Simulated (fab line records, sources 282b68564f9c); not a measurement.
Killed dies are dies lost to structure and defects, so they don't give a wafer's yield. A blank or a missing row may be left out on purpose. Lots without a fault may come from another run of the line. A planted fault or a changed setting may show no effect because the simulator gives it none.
Which tool did it? | flow rit_cmos | 7 lots, 21 wafers sampled, at 2 steps of a route of 202

WHAT THE GAUGES READ, wafer by wafer
RIT_NWELL_OVL_MEAS_06.
lot  | measured    | on         | NWELL_OVL (nm)
L250 | day 2 06:40 | overlay-01 | -0.5 2.3 0.3
L253 | day 3 02:28 | overlay-01 | 0.1 -1.7 -0.8
L257 | day 3 20:04 | overlay-01 | - - -
L263 | day 5 00:55 | overlay-01 | -0.7 -0.8 0.0
L265 | day 5 09:55 | overlay-02 | -2.3 -2.7 -1.1
L268 | day 6 02:59 | overlay-02 | -0.6 -0.3 -1.5
L270 | day 6 11:19 | overlay-02 | 0.0 -0.1 -1.0

WHICH TOOL RAN EACH LOT (tool, then ch and the chambers of the sampled wafers, then the start)
lot  | RIT_NWELL_COAT_01
L250 | litho_track-02 ch 0, day 2 05:50
L253 | litho_track-04 ch 0, day 3 01:44
L257 | litho_track-02, day 3 19:15
L263 | litho_track-04 ch 0, day 5 00:01
L265 | litho_track-02 ch 0, day 5 09:04
L268 | litho_track-04 ch 0, day 6 02:07
L270 | litho_track-03 ch 0, day 6 10:29
- RIT_NWELL_COAT_01: resist thk 1300 nm.

THE ANSWER, worked out from the rows above alone
Rule: what is usual is taken from the lots themselves. Put in order of their means at a reading, lots are off if they are a third of the lots or fewer, leave a main group of 4 or more, and stand apart from it by a gap of 3 or more times the standard deviation of the main group's means; of several such gaps the widest counts. A main group whose means are all the same, to the digits that the tables above print for the reading, isn't used. A lot without any number at a reading at which 4 lots or more have one is off too. The other lots that the step has rows for count as sound.
Off: L257, at RIT_NWELL_OVL_MEAS_06 (NWELL_OVL). Without a number there: L257. The main group: mean -0.6 nm, standard deviation 0.8.
A tool fits if, at a process step before that reading, it ran every lot that is off, and no sound lot after the first of them. The gauges at RIT_NWELL_OVL_MEAS_06 are tried like those tools. None of those tried fits.

WHAT THE SIMULATOR HAD PUT IN
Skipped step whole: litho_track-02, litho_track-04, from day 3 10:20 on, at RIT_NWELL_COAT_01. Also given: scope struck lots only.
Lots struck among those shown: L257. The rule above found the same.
